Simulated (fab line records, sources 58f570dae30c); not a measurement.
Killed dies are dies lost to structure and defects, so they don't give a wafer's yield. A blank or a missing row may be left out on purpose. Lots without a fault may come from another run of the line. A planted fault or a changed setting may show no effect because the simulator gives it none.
One fault seen from 2 desks | flow berkeley_cmos170 | each desk has only its own numbers; what lay behind them comes last

THE METROLOGY DESK
What the gauges read, lot by lot, whatever tool the lot ran on: means of the sampled wafers that have a number. A lot is out of limits, marked OUT, if its mean lies more than 4 standard deviations from the usual mean; the brackets give that distance.
Columns: A = cd_nm at UCB170_PSD_CD_MEAS_06, usual 1199.9 nm; B = PSD_RS at UCB170_SDANNEAL_RS_MEAS_02, usual 75.65 ohm/sq; C = NSD_RS at UCB170_SDANNEAL_RS_MEAS_03, usual 37.25 ohm/sq; D = PLDD_RS at UCB170_SDANNEAL_RS_MEAS_04, usual 1031.2 ohm/sq
lot  | first seen here | A      | B                        | C               | D
L947 | day 8 02:08     | 1200.7 | 75.94                    | 37.30           | 1027.9
L946 | day 8 02:26     | 1201.6 | 75.29                    | 37.25           | 1030.4
L950 | day 8 10:26     | 1200.4 | 75.52                    | 37.19           | 1033.7
L949 | day 8 10:41     | 1199.7 | 75.75                    | 37.34           | 1033.4
L948 | day 8 10:54     | 1198.8 | 75.85                    | 37.30           | 1029.2
L951 | day 8 13:01     | 1201.2 | 75.81                    | 37.23           | 1032.1
L955 | day 9 09:43     | 1201.0 | 105.51 (+99 or more) OUT | 40.56 (+40) OUT | 1047.5 (+6.3) OUT
L956 | day 9 23:08     | 1197.4 | 105.53 (+99 or more) OUT | 40.75 (+43) OUT | 1049.2 (+6.9) OUT
L959 | day 10 04:32    | 1199.4 | 105.16 (+99 or more) OUT | 40.61 (+41) OUT | 1047.9 (+6.4) OUT
L963 | day 11 17:18    | 1199.6 | 75.81                    | 37.28           | 1033.8
L966 | day 12 09:05    | 1198.3 | 75.72                    | 37.36           | 1035.5
L967 | day 12 09:45    | 1200.4 | 75.33                    | 37.29           | 1035.2
L969 | day 12 21:07    | 1201.4 | 75.37                    | 37.20           | 1030.9
This desk's finding: out of limits on L955, L956, L959; first on L955, day 9 17:52 (PSD_RS at UCB170_SDANNEAL_RS_MEAS_02). In limits: L947, L946, L950, L949, L948, L951, L963, L966, L967, L969.

THE TOOL OWNER'S DESK: rtp_anneal-02
The tool's own readings at UCB170_SDANNEAL_RTA_01 (time 5 s): means of the sampled wafers that have a number, for each lot that ran on this tool. A lot is out of limits, marked OUT, if its mean lies more than 4 standard deviations from the usual mean; the brackets give that distance.
Columns: A = lamp_power_pct at UCB170_SDANNEAL_RTA_01, usual 37.4 %; B = wafer_temp_C_max at UCB170_SDANNEAL_RTA_01, usual 1055.2
lot  | first seen here | A    | B
L949 | day 8 18:25     | 35.7 | 1054.2
L948 | day 8 19:08     | 35.7 | 1053.9
L955 | day 9 17:43     | 35.7 | 1054.9
L956 | day 10 02:41    | 35.7 | 1053.7
L959 | day 10 07:46    | 35.7 | 1054.3
This desk's finding: nothing out of limits on any of the 5 lots.

PUT TOGETHER
The metrology desk could have raised an alarm at day 9 17:52, on L955, L956, L959.
The tool owner's desk saw nothing out of limits.
The tool owner's desk has L955, L956, L959 on record, within its limits.
Of the lots named, all ran UCB170_SDANNEAL_RTA_01 on rtp_anneal-02.

WHAT THE SIMULATOR HAD PUT IN
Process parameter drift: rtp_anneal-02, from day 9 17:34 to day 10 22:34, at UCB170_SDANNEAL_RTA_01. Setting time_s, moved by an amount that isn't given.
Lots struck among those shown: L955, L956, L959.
Hours from the fault's start to each desk's first reading out of limits: the metrology desk, 0.
